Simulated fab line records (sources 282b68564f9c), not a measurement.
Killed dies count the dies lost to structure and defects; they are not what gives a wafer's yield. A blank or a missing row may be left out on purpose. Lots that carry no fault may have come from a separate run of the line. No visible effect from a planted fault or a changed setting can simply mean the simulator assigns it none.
fab line records -- flow rit_cmos
[record] lots = 14, wafers = 42, last_day = 7
route steps=202 shown PLDD@120 SPACER@129 SDANNEAL@156 PSD@157 NSD@158 NLDD@160 SILICIDE@164 M1@202
lots that met no fault: from a run of the same line without faults
start_h: hours from the record's opening day to when the first of the lot's shown wafers began -- wait_h: hours elapsed since this lot's preceding step -- " repeats the value in the row above -- L1.1+2: a row that stands for several wafers -- - no value, or no start given -- * or withheld: withheld -- < > ~ a bound
route shown NAME@n: NAME is a module with steps in the file, n the number in the route of the first one -- usual: mean and standard deviation over wafers with no fault -- same: alike in all rows -- chamber/n: place in a boat -- sites: readings site by site -- _std_site: standard deviation of those values -- _edge_site: outer sites' mean less inner sites' -- radius_mm: for every site, how far away it sits from the centre of the wafer -- mask NAME#n: copy n -- behind: tool/chamber where the wafer was last shaped -- hold: reason for holding the lot/hours on hold/outcome of the hold -- device: names the non-switching transistor (n, p or np) -- end of line: the route-end tests of the same wafers -- a step given without rows: its recipe and nothing more -- killed: at the first sort, the dies lost to defects and structure; wafer yield is something else -- map: a wafer's dies, marking killed ones x, the rest . and places with no die _
set.NAME: setting as actually run; set.NAME@STEP: the setting as run at that earlier step -- model.NAME: the simulator's own value behind a step, which no gauge read
the route's steps for a sample of lots (tables are steps, rows are wafers)
services: a tool's chamber out of use, with start hour (start_h, from the record's first day; less than 0 if before it), hours out, and reason
[[steps]]
[step RIT_PLDD_OVL_MEAS_06]
[usual] PLDD_OVL = -0.5/1.2
lot.wafer,tool,chamber,start_h,wait_h,PLDD_OVL[nm]
L198.2,overlay-02,-,53.32,-,1.0
L198.5,overlay-02,-,53.32,-,-1.9
L198.6,overlay-02,-,53.32,-,-0.5
L199.1,overlay-01,-,58.03,-,-2.0
L199.2,overlay-01,-,58.03,-,-0.3
L199.4,overlay-01,-,58.03,-,0.6
L200.1,overlay-02,-,58.27,-,-1.3
L200.2,overlay-02,-,58.27,-,-1.3
L200.3,overlay-02,-,58.27,-,-2.3
L203.2,overlay-02,-,73.86,-,-2.2
L203.4,overlay-02,-,73.86,-,0.0
L203.6,overlay-02,-,73.86,-,-1.1
L204.3,overlay-02,-,76.50,-,0.9
L204.4,overlay-02,-,76.50,-,-0.3
L204.5,overlay-02,-,76.50,-,-2.6
L205.3,overlay-01,-,80.45,-,0.6
L205.5,overlay-01,-,80.45,-,-0.4
L205.6,overlay-01,-,80.45,-,-0.3
L206.1,overlay-02,-,89.06,-,0.5
L206.2,overlay-02,-,89.06,-,0.3
L206.6,overlay-02,-,89.06,-,0.2
L207.1,overlay-01,-,100.68,-,0.6
L207.3,overlay-01,-,100.68,-,-0.8
L207.4,overlay-01,-,100.68,-,1.6
L208.3,overlay-02,-,105.98,-,-0.5
L208.4,overlay-02,-,105.98,-,-1.9
L208.5,overlay-02,-,105.98,-,0.1
L210.1,overlay-01,-,119.99,-,0.9
L210.2,overlay-01,-,119.99,-,-0.3
L210.6,overlay-01,-,119.99,-,-0.7
L215.3,overlay-02,-,143.94,-,0.2
L215.4,overlay-02,-,143.94,-,0.8
L215.6,overlay-02,-,143.94,-,-2.5
L216.3,overlay-02,-,144.19,-,-0.9
L216.4,overlay-02,-,144.19,-,1.0
L216.5,overlay-02,-,144.19,-,-1.6
L217.1,overlay-02,-,148.88,-,1.4
L217.3,overlay-02,-,148.88,-,-1.0
L217.5,overlay-02,-,148.88,-,0.6
L221.1,overlay-02,-,164.26,-,-0.4
L221.2,overlay-02,-,164.26,-,-0.5
L221.5,overlay-02,-,164.26,-,-1.6
[step RIT_SPACER_THK_MEAS_04]
[recipe] reads = Si3N4_of_SPACER_CVD_03
[usual] SPACER_NITRIDE_THK = 245.8/2.7
lot.wafer,tool,chamber,start_h,wait_h,SPACER_NITRIDE_THK[nm]
L198.2,film_metro-02,-,56.19,0.0,249.7
L198.5,film_metro-02,-,56.19,0.0,247.0
L198.6,film_metro-02,-,56.19,0.0,247.3
L199.1,film_metro-03,-,61.11,0.0,249.4
L199.2,film_metro-03,-,61.11,0.0,249.7
L199.4,film_metro-03,-,61.11,0.0,250.8
L200.1,film_metro-02,-,61.45,0.0,247.0
L200.2,film_metro-02,-,61.45,0.0,248.3
L200.3,film_metro-02,-,61.45,0.0,249.0
L203.2,film_metro-01,-,76.74,0.0,247.3
L203.4,film_metro-01,-,76.74,0.0,248.7
L203.6,film_metro-01,-,76.74,0.0,249.9
L204.3,film_metro-01,-,79.38,0.0,245.6
L204.4,film_metro-01,-,79.38,0.0,247.3
L204.5,film_metro-01,-,79.38,0.0,245.7
L205.3,film_metro-03,-,83.46,0.0,245.2
L205.5,film_metro-03,-,83.46,0.0,245.7
L205.6,film_metro-03,-,83.46,0.0,247.0
L206.1,film_metro-01,-,92.09,0.0,246.2
L206.2,film_metro-01,-,92.09,0.0,246.5
L206.6,film_metro-01,-,92.09,0.0,245.7
L207.1,film_metro-01,-,103.67,0.0,245.2
L207.3,film_metro-01,-,103.67,0.0,244.4
L207.4,film_metro-01,-,103.67,0.0,244.4
L208.3,film_metro-02,-,108.88,0.0,250.8
L208.4,film_metro-02,-,108.88,0.0,248.4
L208.5,film_metro-02,-,108.88,0.0,249.3
L210.1,film_metro-02,-,122.88,0.0,248.3
L210.2,film_metro-02,-,122.88,0.0,248.2
L210.6,film_metro-02,-,122.88,0.0,247.1
L215.3,film_metro-02,-,146.81,0.0,247.1
L215.4,film_metro-02,-,146.81,0.0,247.7
L215.6,film_metro-02,-,146.81,0.0,250.2
L216.3,film_metro-03,-,147.06,0.0,248.9
L216.4,film_metro-03,-,147.06,0.0,244.3
L216.5,film_metro-03,-,147.06,0.0,247.9
L217.1,film_metro-03,-,151.80,0.0,239.0
L217.3,film_metro-03,-,151.80,0.0,243.9
L217.5,film_metro-03,-,151.80,0.0,239.7
L221.1,film_metro-03,-,167.13,0.0,244.4
L221.2,film_metro-03,-,167.13,0.0,243.9
L221.5,film_metro-03,-,167.13,0.0,246.9
[step RIT_SDANNEAL_RTA_03]
[recipe] temp_c = 1050, time_s = 5, idle_temp_c = 600, ramp_up_c_per_s = 342, ramp_down_c_per_s = 171, cool_to_c = 600, ambient = N2
[usual] ramp_up_c_per_s = 341.99/0.062, wafer_temp_C_max = 1053.4/1.2
lot.wafer,tool,chamber,start_h,wait_h,ramp_up_c_per_s,wafer_temp_C_max
L198.2,rtp_anneal-02,0,59.88,0.0,342.00,1054.5
L198.5,rtp_anneal-02,0,59.88,0.0,342.00,1052.1
L198.6,rtp_anneal-02,0,59.88,0.0,341.96,1053.3
L199.1,rtp_anneal-01,0,65.20,0.0,342.01,1051.8
L199.2,rtp_anneal-01,0,65.20,0.0,341.90,1053.4
L199.4,rtp_anneal-01,0,65.20,0.0,342.00,1056.2
L200.1,rtp_anneal-02,0,65.31,0.0,342.10,1053.8
L200.2,rtp_anneal-02,0,65.31,0.0,342.05,1053.4
L200.3,rtp_anneal-02,0,65.31,0.0,341.98,1053.6
L203.2,rtp_anneal-01,0,80.42,0.0,342.05,1056.0
L203.4,rtp_anneal-01,0,80.42,0.0,342.01,1053.1
L203.6,rtp_anneal-01,0,80.42,0.0,341.98,1057.8
L204.3,rtp_anneal-01,0,83.17,0.0,341.90,1052.8
L204.4,rtp_anneal-01,0,83.17,0.0,341.86,1052.2
L204.5,rtp_anneal-01,0,83.17,0.0,341.93,1052.4
L205.3,rtp_anneal-01,0,87.24,0.0,342.09,1052.1
L205.5,rtp_anneal-01,0,87.24,0.0,342.05,1053.2
L205.6,rtp_anneal-01,0,87.24,0.0,342.06,1051.9
L206.1,rtp_anneal-02,0,95.67,0.0,342.02,1053.1
L206.2,rtp_anneal-02,0,95.67,0.0,341.98,1052.3
L206.6,rtp_anneal-02,0,95.67,0.0,342.00,1055.1
L207.1,rtp_anneal-01,0,107.09,0.0,342.06,1053.4
L207.3,rtp_anneal-01,0,107.09,0.0,342.04,1053.7
L207.4,rtp_anneal-01,0,107.09,0.0,341.98,1053.2
L208.3,rtp_anneal-02,0,112.56,0.0,341.90,1054.6
L208.4,rtp_anneal-02,0,112.56,0.0,341.98,1052.3
L208.5,rtp_anneal-02,0,112.56,0.0,342.00,1052.9
L210.1,rtp_anneal-02,0,126.71,0.0,341.91,1054.2
L210.2,rtp_anneal-02,0,126.71,0.0,341.96,1053.0
L210.6,rtp_anneal-02,0,126.71,0.0,342.06,1054.4
L215.3,rtp_anneal-01,0,150.72,0.0,341.92,1054.0
L215.4,rtp_anneal-01,0,150.72,0.0,342.02,1051.9
L215.6,rtp_anneal-01,0,150.72,0.0,341.92,1053.5
L216.3,rtp_anneal-02,0,151.15,0.0,341.98,1053.3
L216.4,rtp_anneal-02,0,151.15,0.0,341.93,1053.4
L216.5,rtp_anneal-02,0,151.15,0.0,342.00,1051.9
L217.1,rtp_anneal-02,0,155.89,0.0,341.96,1055.1
L217.3,rtp_anneal-02,0,155.89,0.0,342.02,1052.8
L217.5,rtp_anneal-02,0,155.89,0.0,341.99,1056.3
L221.1,rtp_anneal-01,0,170.77,0.0,342.07,1052.5
L221.2,rtp_anneal-01,0,170.77,0.0,341.92,1051.9
L221.5,rtp_anneal-01,0,170.77,0.0,341.95,1051.8
[step RIT_SDANNEAL_RS_MEAS_04]
[recipe] thk_meas_gauge = four-point-probe
[usual] PSD_RS = 116.06/0.29
lot.wafer,tool,chamber,start_h,wait_h,PSD_RS[ohm/sq]
L198.2,film_metro-04,-,59.95,0.1,115.63
L198.5,film_metro-04,-,59.95,0.1,116.02
L198.6,film_metro-04,-,59.95,0.1,116.03
L199.1,film_metro-04,-,65.26,0.0,116.05
L199.2,film_metro-04,-,65.26,0.0,116.06
L199.4,film_metro-04,-,65.26,0.0,115.99
L200.1,film_metro-03,-,65.37,0.0,115.75
L200.2,film_metro-03,-,65.37,0.0,116.16
L200.3,film_metro-03,-,65.37,0.0,116.00
L203.2,film_metro-02,-,80.49,0.1,116.10
L203.4,film_metro-02,-,80.49,0.1,115.75
L203.6,film_metro-02,-,80.49,0.1,115.91
L204.3,film_metro-02,-,83.25,0.1,116.36
L204.4,film_metro-02,-,83.25,0.1,115.91
L204.5,film_metro-02,-,83.25,0.1,116.32
L205.3,film_metro-03,-,87.32,0.1,115.70
L205.5,film_metro-03,-,87.32,0.1,115.93
L205.6,film_metro-03,-,87.32,0.1,116.23
L206.1,film_metro-04,-,95.73,0.0,116.28
L206.2,film_metro-04,-,95.73,0.0,116.50
L206.6,film_metro-04,-,95.73,0.0,116.00
L207.1,film_metro-02,-,107.15,0.0,116.41
L207.3,film_metro-02,-,107.15,0.0,116.27
L207.4,film_metro-02,-,107.15,0.0,115.99
L208.3,film_metro-04,-,112.64,0.1,116.22
L208.4,film_metro-04,-,112.64,0.1,116.39
L208.5,film_metro-04,-,112.64,0.1,115.86
L210.1,film_metro-03,-,126.77,0.0,116.04
L210.2,film_metro-03,-,126.77,0.0,115.90
L210.6,film_metro-03,-,126.77,0.0,115.97
L215.3,film_metro-04,-,150.80,0.1,116.35
L215.4,film_metro-04,-,150.80,0.1,116.16
L215.6,film_metro-04,-,150.80,0.1,115.90
L216.3,film_metro-02,-,151.23,0.1,98.03
L216.4,film_metro-02,-,151.23,0.1,97.98
L216.5,film_metro-02,-,151.23,0.1,98.03
L217.1,film_metro-02,-,155.94,0.0,98.26
L217.3,film_metro-02,-,155.94,0.0,97.95
L217.5,film_metro-02,-,155.94,0.0,97.99
L221.1,film_metro-02,-,170.83,0.0,115.99
L221.2,film_metro-02,-,170.83,0.0,115.82
L221.5,film_metro-02,-,170.83,0.0,115.75
[step RIT_SDANNEAL_RS_MEAS_05]
[recipe] thk_meas_gauge = four-point-probe
[usual] NSD_RS = 84.43/0.28
lot.wafer,tool,chamber,start_h,wait_h,NSD_RS[ohm/sq]
L198.2,film_metro-04,-,60.07,0.1,83.95
L198.5,film_metro-04,-,60.07,0.1,84.52
L198.6,film_metro-04,-,60.07,0.1,84.17
L199.1,film_metro-04,-,65.38,0.1,84.71
L199.2,film_metro-04,-,65.38,0.1,84.54
L199.4,film_metro-04,-,65.38,0.1,84.52
L200.1,film_metro-03,-,65.49,0.1,84.42
L200.2,film_metro-03,-,65.49,0.1,84.44
L200.3,film_metro-03,-,65.49,0.1,84.33
L203.2,film_metro-02,-,80.61,0.1,84.39
L203.4,film_metro-02,-,80.61,0.1,84.41
L203.6,film_metro-02,-,80.61,0.1,84.39
L204.3,film_metro-02,-,83.37,0.1,84.56
L204.4,film_metro-02,-,83.37,0.1,84.64
L204.5,film_metro-02,-,83.37,0.1,84.82
L205.3,film_metro-03,-,87.44,0.1,83.87
L205.5,film_metro-03,-,87.44,0.1,83.95
L205.6,film_metro-03,-,87.44,0.1,83.79
L206.1,film_metro-04,-,95.85,0.1,84.57
L206.2,film_metro-04,-,95.85,0.1,84.74
L206.6,film_metro-04,-,95.85,0.1,84.68
L207.1,film_metro-02,-,107.27,0.1,84.31
L207.3,film_metro-02,-,107.27,0.1,84.46
L207.4,film_metro-02,-,107.27,0.1,84.47
L208.3,film_metro-04,-,112.76,0.1,84.61
L208.4,film_metro-04,-,112.76,0.1,84.48
L208.5,film_metro-04,-,112.76,0.1,84.66
L210.1,film_metro-03,-,126.89,0.1,84.04
L210.2,film_metro-03,-,126.89,0.1,84.23
L210.6,film_metro-03,-,126.89,0.1,84.19
L215.3,film_metro-04,-,150.92,0.1,84.66
L215.4,film_metro-04,-,150.92,0.1,84.37
L215.6,film_metro-04,-,150.92,0.1,84.54
L216.3,film_metro-02,-,151.35,0.1,81.55
L216.4,film_metro-02,-,151.35,0.1,81.60
L216.5,film_metro-02,-,151.35,0.1,81.69
L217.1,film_metro-02,-,156.06,0.1,81.59
L217.3,film_metro-02,-,156.06,0.1,81.61
L217.5,film_metro-02,-,156.06,0.1,81.95
L221.1,film_metro-02,-,170.95,0.1,84.43
L221.2,film_metro-02,-,170.95,0.1,84.86
L221.5,film_metro-02,-,170.95,0.1,84.17
[step RIT_SDANNEAL_RS_MEAS_06]
[recipe] thk_meas_gauge = four-point-probe
[usual] PLDD_RS = 178.8/0.47
lot.wafer,tool,chamber,start_h,wait_h,PLDD_RS[ohm/sq]
L198.2,film_metro-04,-,60.19,0.1,178.5
L198.5,film_metro-04,-,60.19,0.1,178.2
L198.6,film_metro-04,-,60.19,0.1,178.9
L199.1,film_metro-04,-,65.50,0.1,178.4
L199.2,film_metro-04,-,65.50,0.1,178.8
L199.4,film_metro-04,-,65.50,0.1,179.0
L200.1,film_metro-03,-,65.61,0.1,179.3
L200.2,film_metro-03,-,65.61,0.1,178.8
L200.3,film_metro-03,-,65.61,0.1,178.9
L203.2,film_metro-02,-,80.73,0.1,179.1
L203.4,film_metro-02,-,80.73,0.1,178.2
L203.6,film_metro-02,-,80.73,0.1,178.6
L204.3,film_metro-02,-,83.49,0.1,178.7
L204.4,film_metro-02,-,83.49,0.1,178.6
L204.5,film_metro-02,-,83.49,0.1,178.9
L205.3,film_metro-03,-,87.56,0.1,178.6
L205.5,film_metro-03,-,87.56,0.1,178.8
L205.6,film_metro-03,-,87.56,0.1,178.4
L206.1,film_metro-04,-,95.97,0.1,178.5
L206.2,film_metro-04,-,95.97,0.1,178.8
L206.6,film_metro-04,-,95.97,0.1,178.8
L207.1,film_metro-02,-,107.39,0.1,179.4
L207.3,film_metro-02,-,107.39,0.1,179.3
L207.4,film_metro-02,-,107.39,0.1,179.0
L208.3,film_metro-04,-,112.88,0.1,180.0
L208.4,film_metro-04,-,112.88,0.1,179.2
L208.5,film_metro-04,-,112.88,0.1,179.3
L210.1,film_metro-03,-,127.01,0.1,178.7
L210.2,film_metro-03,-,127.01,0.1,178.7
L210.6,film_metro-03,-,127.01,0.1,178.2
L215.3,film_metro-04,-,151.04,0.1,179.1
L215.4,film_metro-04,-,151.04,0.1,179.0
L215.6,film_metro-04,-,151.04,0.1,178.9
L216.3,film_metro-02,-,151.47,0.1,162.0
L216.4,film_metro-02,-,151.47,0.1,162.5
L216.5,film_metro-02,-,151.47,0.1,161.9
L217.1,film_metro-02,-,156.18,0.1,162.0
L217.3,film_metro-02,-,156.18,0.1,161.8
L217.5,film_metro-02,-,156.18,0.1,162.6
L221.1,film_metro-02,-,171.07,0.1,179.6
L221.2,film_metro-02,-,171.07,0.1,179.5
L221.5,film_metro-02,-,171.07,0.1,179.2
[step RIT_SDANNEAL_RS_MEAS_07]
[recipe] thk_meas_gauge = four-point-probe
[usual] NLDD_RS = 152.7/0.54
lot.wafer,tool,chamber,start_h,wait_h,NLDD_RS[ohm/sq]
L198.2,film_metro-04,-,60.31,0.1,152.5
L198.5,film_metro-04,-,60.31,0.1,152.7
L198.6,film_metro-04,-,60.31,0.1,152.0
L199.1,film_metro-04,-,65.62,0.1,153.2
L199.2,film_metro-04,-,65.62,0.1,152.8
L199.4,film_metro-04,-,65.62,0.1,152.8
L200.1,film_metro-03,-,65.73,0.1,152.9
L200.2,film_metro-03,-,65.73,0.1,153.2
L200.3,film_metro-03,-,65.73,0.1,153.3
L203.2,film_metro-02,-,80.85,0.1,152.9
L203.4,film_metro-02,-,80.85,0.1,153.2
L203.6,film_metro-02,-,80.85,0.1,153.5
L204.3,film_metro-02,-,83.61,0.1,152.1
L204.4,film_metro-02,-,83.61,0.1,152.9
L204.5,film_metro-02,-,83.61,0.1,153.3
L205.3,film_metro-03,-,87.68,0.1,151.7
L205.5,film_metro-03,-,87.68,0.1,152.0
L205.6,film_metro-03,-,87.68,0.1,152.0
L206.1,film_metro-04,-,96.09,0.1,153.7
L206.2,film_metro-04,-,96.09,0.1,154.2
L206.6,film_metro-04,-,96.09,0.1,154.0
L207.1,film_metro-02,-,107.51,0.1,152.3
L207.3,film_metro-02,-,107.51,0.1,152.0
L207.4,film_metro-02,-,107.51,0.1,152.4
L208.3,film_metro-04,-,113.00,0.1,152.0
L208.4,film_metro-04,-,113.00,0.1,152.1
L208.5,film_metro-04,-,113.00,0.1,151.4
L210.1,film_metro-03,-,127.13,0.1,152.1
L210.2,film_metro-03,-,127.13,0.1,151.9
L210.6,film_metro-03,-,127.13,0.1,151.6
L215.3,film_metro-04,-,151.16,0.1,152.8
L215.4,film_metro-04,-,151.16,0.1,152.3
L215.6,film_metro-04,-,151.16,0.1,152.4
L216.3,film_metro-02,-,151.59,0.1,150.6
L216.4,film_metro-02,-,151.59,0.1,150.2
L216.5,film_metro-02,-,151.59,0.1,150.2
L217.1,film_metro-02,-,156.30,0.1,149.2
L217.3,film_metro-02,-,156.30,0.1,149.5
L217.5,film_metro-02,-,156.30,0.1,149.6
L221.1,film_metro-02,-,171.19,0.1,152.8
L221.2,film_metro-02,-,171.19,0.1,152.5
L221.5,film_metro-02,-,171.19,0.1,152.4
[step RIT_SILICIDE_THK_MEAS_03]
[recipe] thk_meas_gauge = xrf, reads = Ti_of_SILICIDE_SPUTTER_01
[usual] SILICIDE_TI_THK = 30.2/0.39
lot.wafer,tool,chamber,start_h,wait_h,SILICIDE_TI_THK[nm]
L198.2,film_metro-04,-,60.70,0.1,30.7
L198.5,film_metro-04,-,60.70,0.1,30.9
L198.6,film_metro-04,-,60.70,0.1,30.6
L199.1,film_metro-04,-,66.02,0.1,30.6
L199.2,film_metro-04,-,66.02,0.1,30.3
L199.4,film_metro-04,-,66.02,0.1,30.5
L200.1,film_metro-01,-,66.14,0.1,29.9
L200.2,film_metro-01,-,66.14,0.1,29.7
L200.3,film_metro-01,-,66.14,0.1,30.1
L203.2,film_metro-01,-,81.24,0.1,30.1
L203.4,film_metro-01,-,81.24,0.1,29.8
L203.6,film_metro-01,-,81.24,0.1,29.8
L204.3,film_metro-04,-,84.00,0.1,29.8
L204.4,film_metro-04,-,84.00,0.1,30.0
L204.5,film_metro-04,-,84.00,0.1,30.2
L205.3,film_metro-01,-,88.06,0.1,30.9
L205.5,film_metro-01,-,88.06,0.1,30.8
L205.6,film_metro-01,-,88.06,0.1,30.9
L206.1,film_metro-01,-,96.49,0.1,30.0
L206.2,film_metro-01,-,96.49,0.1,29.7
L206.6,film_metro-01,-,96.49,0.1,29.7
L207.1,film_metro-03,-,107.91,0.1,30.7
L207.3,film_metro-03,-,107.91,0.1,30.7
L207.4,film_metro-03,-,107.91,0.1,30.4
L208.3,film_metro-03,-,113.38,0.1,30.5
L208.4,film_metro-03,-,113.38,0.1,30.3
L208.5,film_metro-03,-,113.38,0.1,30.2
L210.1,film_metro-01,-,127.53,0.1,30.4
L210.2,film_metro-01,-,127.53,0.1,30.0
L210.6,film_metro-01,-,127.53,0.1,30.6
L215.3,film_metro-03,-,151.54,0.1,30.3
L215.4,film_metro-03,-,151.54,0.1,29.9
L215.6,film_metro-03,-,151.54,0.1,29.8
L216.3,film_metro-01,-,151.99,0.1,30.4
L216.4,film_metro-01,-,151.99,0.1,30.2
L216.5,film_metro-01,-,151.99,0.1,30.2
L217.1,film_metro-03,-,156.71,0.1,29.8
L217.3,film_metro-03,-,156.71,0.1,29.9
L217.5,film_metro-03,-,156.71,0.1,29.4
L221.1,film_metro-01,-,171.59,0.1,30.0
L221.2,film_metro-01,-,171.59,0.1,30.1
L221.5,film_metro-01,-,171.59,0.1,30.2
[step RIT_M1_PROBE_99]
[usual] killed_at_M0_to_M3 = 0.0/0.12, killed_at_contacts = 0.1/0.25, killed_at_front_end = 7/3.2, killed_dies = 7/3.2, killed_open = 3.5/2.2, killed_short = 3.6/2.1
[same] gross_dies = 264, killed_at_M4_up = 0, killed_at_back_side = 0, killed_at_other = 0
lot.wafer,tool,chamber,start_h,wait_h,killed_at_M0_to_M3,killed_at_contacts,killed_at_front_end,killed_dies,killed_open,killed_short
L216.3,prober-02,-,160.01,0.2,0,0,3,3,2,1
L216.4,prober-02,-,160.06,0.2,0,0,9,9,5,4
L216.5,prober-02,-,160.11,0.2,0,0,10,10,4,6
L217.1,prober-02,-,164.77,0.1,0,0,6,6,3,3
L217.3,prober-02,-,164.87,0.2,0,0,5,5,2,3
L217.5,prober-02,-,164.97,0.2,0,0,3,3,0,3
L221.1,prober-01,-,178.36,0.1,0,0,8,8,0,8
L221.2,prober-01,-,178.41,0.1,0,0,7,7,7,0
L221.5,prober-01,-,178.56,0.2,0,0,8,8,2,6
// killed by level:class
L216.3 FOX1:geometric_particle:open=1 GATE:geometric_particle:open=1 GATE:geometric_particle:short=1
L216.4 GATE:geometric_particle:open=2 GATE:geometric_particle:short=2 FOX1:geometric_particle:short=1 FOX1:geometric_particle:open=1 FOX2:geometric_particle:short=1 REOX:geometric_particle:open=1 SPACER:geometric_particle:open=1
L216.5 GATE:geometric_particle:short=4 GATE:geometric_particle:open=2 FOX1:geometric_particle:short=1 FOX1:geometric_particle:open=1 REOX:geometric_particle:open=1 SPACER:geometric_particle:short=1
L217.1 FOX1:geometric_particle:open=2 GATE:geometric_particle:short=2 GATE:geometric_particle:open=1 SILICIDE:geometric_particle:short=1
L217.3 GATE:geometric_particle:short=2 FOX1:geometric_particle:open=1 SILICIDE:geometric_particle:open=1 SILICIDE:geometric_particle:short=1
L217.5 FOX1:geometric_particle:short=2 REOX:geometric_particle:short=1
L221.1 GATE:geometric_particle:short=3 REOX:geometric_particle:short=2 FOX1:geometric_particle:short=1 SPACER:geometric_particle:short=1 SILICIDE:geometric_particle:short=1
L221.2 FOX1:geometric_particle:open=3 REOX:geometric_particle:open=3 GATE:geometric_particle:open=1
L221.5 FOX2:geometric_particle:short=2 ACTIVE:geometric_particle:short=1 FOX1:geometric_particle:open=1 FOX1:geometric_particle:short=1 REOX:geometric_particle:open=1 GATE:geometric_particle:short=1 REOX:geometric_particle:short=1
[[services]]
tool,chamber,start_h,hours,kind
rtp_anneal-02,-,80.50,6.7,pm
[[key]]
[first_sign] step = RIT_SDANNEAL_RS_MEAS_04, reading = PSD_RS, direction = down, sigmas = 62, usual = 116.06, struck = 98.04
[effect] step = RIT_SDANNEAL_RS_MEAS_05, reading = NSD_RS, direction = down, sigmas = 10, usual = 84.43, struck = 81.66
[effect] step = RIT_SDANNEAL_RS_MEAS_06, reading = PLDD_RS, direction = down, sigmas = 35, usual = 178.8, struck = 162.1
[effect] step = RIT_SDANNEAL_RS_MEAS_07, reading = NLDD_RS, direction = down, sigmas = 5.1, usual = 152.7, struck = 149.9
met_at RIT_SDANNEAL_RTA_03
struck_lots L216,L217
tester_left_out L216,L217
not_acting_at RIT_PLDD_OVL_MEAS_06,RIT_SPACER_THK_MEAS_04,RIT_SILICIDE_THK_MEAS_03
onset_between 126.71 151.15
[fault] kind = process_parameter_drift, tool = rtp_anneal-02, chamber = -, onset_h = 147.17, steps = RIT_SDANNEAL_RTA_03, channel = time_s, offset = *, shape = step, end_h = 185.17, acts_in = *, stated = *
// tester_left_out: of these lots the tester's yield and bins aren't shown, on N5 and GAA mostly nor the transistor test; their killed dies are dies lost to structure and defects alone, not to doping, threshold or leakage, so they don't give the yield
